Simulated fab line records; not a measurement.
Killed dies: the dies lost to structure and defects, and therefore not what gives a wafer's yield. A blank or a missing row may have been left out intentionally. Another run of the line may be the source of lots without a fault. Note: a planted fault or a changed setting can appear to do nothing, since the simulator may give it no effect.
Check of tool commonality	flow rit cmos	Lots sampled 14, wafers sampled 42

WHAT PROMPTED THE OPENING
At RIT_ACTIVE_THK_MEAS_04 the reading ACTIVE_NITRIDE_THK is flagged on 2 of 14 lots. Wafers without a fault read 149.4 nm, standard deviation 1.4.
Rule: a lot is flagged in two cases, either no wafer of it has a number, or all its wafers with numbers fall more than 4 standard deviations from that mean. All remaining lots are regarded as sound.

lot	measured	on	ACTIVE_NITRIDE_THK (nm), wafer by wafer	flag
L967	day 1 16:25	film metro-02	150.3 150.5 150.2	
L968	day 1 19:41	film metro-01	150.4 150.1 151.0	
L969	day 1 23:56	film metro-04	151.5 150.8 151.0	
L970	day 2 04:58	film metro-02	150.5 150.6 150.0	
L971	day 2 10:04	film metro-04	151.1 149.7 149.1	
L972	day 2 15:20	film metro-04	148.4 147.4 147.7	
L973	day 2 20:40	film metro-02	149.7 149.1 150.2	
L974	day 3 01:10	film metro-04	150.2 150.4 150.9	
L976	day 3 12:46	film metro-01	119.4 121.4 120.3	FLAGGED
L980	day 4 06:32	film metro-04	121.0 121.9 121.8	FLAGGED
L985	day 5 07:40	film metro-01	150.2 150.3 150.0	
L984	day 5 07:40	film metro-04	151.1 152.2 150.8	
L987	day 5 21:16	film metro-02	144.5 144.4 145.7	
L990	day 6 08:34	film metro-01	150.2 150.1 149.5	
The numbers of the flagged lots are 121.0 nm on average: -28.4 nm against the usual, or -20 standard deviations.

WHICH TOOL EACH LOT WENT THROUGH
The record holds 1 process step before the reading, out of a route of 202 steps. Read each cell as the tool, then ch plus the chambers that the sampled wafers visited, then the start.
lot	flag	RIT_ACTIVE_CVD_03
L967		lpcvd-01 ch 0, day 1 15:01
L968		lpcvd-02 ch 1, day 1 18:16
L969		lpcvd-02 ch 1, day 1 22:30
L970		lpcvd-02 ch 1, day 2 03:32
L971		lpcvd-01 ch 0, day 2 08:38
L972		lpcvd-02 ch 1, day 2 13:55
L973		lpcvd-01 ch 1, day 2 19:14
L974		lpcvd-01 ch 1, day 2 23:43
L976	FLAGGED	lpcvd-01 ch 1, day 3 11:19
L980	FLAGGED	lpcvd-01 ch 0, day 4 05:07
L985		lpcvd-02 ch 0, day 5 06:14
L984		lpcvd-02 ch 0, day 5 06:14
L987		lpcvd-02 ch 1, day 5 19:08
L990		lpcvd-02 ch 0, day 6 07:07
What these steps do:
- RIT_ACTIVE_CVD_03: deposits Si3N4 from SiH2Cl2/NH3, target thk 150 nm, time 1500 s.
- RIT_ACTIVE_THK_MEAS_04

FLAGGED OVER TOTAL, TOOL BY TOOL (the gauges that took the reading come last)
step	tool	lots run	flagged	share of the flagged lots	sound lots run after its first flagged lot
RIT_ACTIVE_CVD_03	lpcvd-01	6	2	all	0
RIT_ACTIVE_CVD_03	lpcvd-02	8	0	none	-
RIT_ACTIVE_THK_MEAS_04	film metro-01	4	1	some	2 (L985,L990)
RIT_ACTIVE_THK_MEAS_04	film metro-02	4	0	none	-
RIT_ACTIVE_THK_MEAS_04	film metro-04	6	1	some	1 (L984)

WHAT THE TABLE PERMITS
All flagged lots share 1 row of the table, namely lpcvd-01 at RIT_ACTIVE_CVD_03.
- lpcvd-01 at RIT_ACTIVE_CVD_03: 2 of its 6 lots flagged. A fault beginning between L974 (day 2 23:43), its last sound lot, and L976 (day 3 11:19), its first flagged one, fits the data. Its own readings lie more than 4 standard deviations out on every wafer of the flagged lots: pressure mtorr.
What remains is a single tool, lpcvd-01 at RIT_ACTIVE_CVD_03.

WHAT WAS PUT IN BY THE SIMULATOR
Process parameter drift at RIT_ACTIVE_CVD_03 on lpcvd-01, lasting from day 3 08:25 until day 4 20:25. A move of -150 in setting pressure mtorr, from 300. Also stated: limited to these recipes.
Lots struck among those shown: L976, L980. The rule above reached the same finding.
